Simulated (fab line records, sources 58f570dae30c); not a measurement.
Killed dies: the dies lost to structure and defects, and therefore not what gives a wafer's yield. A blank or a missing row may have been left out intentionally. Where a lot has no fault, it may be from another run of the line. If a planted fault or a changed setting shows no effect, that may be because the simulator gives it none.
Problem report, 8D (eight disciplines) form, completed by code + flow berkeley cmos170 + the parts of the form that need people (team, actions taken, sign-off) are left out

== 1. THE ISSUE ==
Mean SPACER_TEOS_THK at UCB170_SPACER_THK_MEAS_01: 331 nm over 6 wafers in 2 lots; fault-free wafers: 376 nm, standard deviation 4.8. Measured from the usual mean, that is -9.4 standard deviations.
The first sign was on wafer L918.1 at day 10 13:32, on film metro-04. Wafers with a number at this step in the record: 42, from 14 lots. Rule for "out" (also "out of limits"): further than 4 standard deviations from the usual mean. The rest of the wafers with a number are treated as sound.

== 2. WHAT IT IS AND WHAT IT IS NOT ==
| question                    | is                           | is not                                                                                 |
|-----------------------------|------------------------------|----------------------------------------------------------------------------------------|
| which readings at this step | SPACER_TEOS_THK              | -                                                                                      |
| which lots                  | L918, L919                   | L904, L905, L906, L907, L909, L910, L911, L916, L920, L921, L922, L927                 |
| which wafers of those lots  | all that have a number       | -                                                                                      |
| read on which gauges        | film metro-01, film metro-04 | film metro-02                                                                          |
| when                        | from day 10 13:32            | up to then (24 sound wafers); but 12 sound wafers of L920, L921, L922, L927 came after |

== 3. THE SUSPECTS, EACH WITH WHAT RULES IT OUT ==
Counting: a tool at a process step up to the reading stays a suspect if it ran every lot that is out and no sound lot after the first of them.
- ruled out: the gauge at UCB170_SPACER_THK_MEAS_01. 2 gauges (film metro-01, film metro-04) read the wafers that are out.
- pecvd-04 at UCB170_SPACER_CVD_00 (deposits SiO2 from TEOS/O2, target thk 376 nm, time 47 s): kept. It processed each lot that is out, first L918 at day 10 13:29, and no sound lot thereafter; up to then, the last sound lot it processed was L911 at day 8 20:29.
The count leaves pecvd-04 at UCB170_SPACER_CVD_00.

== 4. THE CAUSE (what the simulator had put in) ==
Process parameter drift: pecvd-04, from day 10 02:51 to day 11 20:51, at UCB170_SPACER_CVD_00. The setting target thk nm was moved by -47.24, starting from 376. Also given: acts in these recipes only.
Only this tool survived the counting.

== 5. SEQUENCE OF EFFECTS, ordered by route ==
Rows list readings where the struck wafers' mean (over those with a number) sits beyond 3 standard deviations from the usual. Scope: only readings with a usual standard deviation given in the record; hours: median across lots of the time from each lot's start at the first step in this table that gives one to its start at this step; sigmas: change in usual standard deviations.
| hours | step                      | reading         | usual      | on struck wafers | change | sigmas |
|-------|---------------------------|-----------------|------------|------------------|--------|--------|
| 0     | UCB170_SPACER_THK_MEAS_01 | SPACER_TEOS_THK | 376 nm     | 331              | -45    | -9.4   |
| 7     | UCB170_SPACER_ETCHBACK_03 | oes product au  | 0.903 a.u. | 0.822            | -0.081 | -4.8   |
Here are the process steps it includes:
- UCB170_SPACER_ETCHBACK_03: etches SiO2 in CHF3/CF4/Ar, stops on Si, target depth 376 nm, time 100 s.

== 6. WHAT WOULD HAVE CAUGHT IT SOONER ==
Counted from the fault's start at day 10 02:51, it took 11 hours until the first out-of-limits reading at a measuring or inspecting step in this record, taken at day 10 13:32.
No tool reading at UCB170_SPACER_CVD_00 that has a usual standard deviation in the record was out on any struck wafer, so an alarm limit of 4 standard deviations on those readings would not have fired.
Lots out: 2; of these, L919 started UCB170_SPACER_CVD_00 on pecvd-04 after day 10 13:32. Had the tool been put on hold then, it would have been spared.
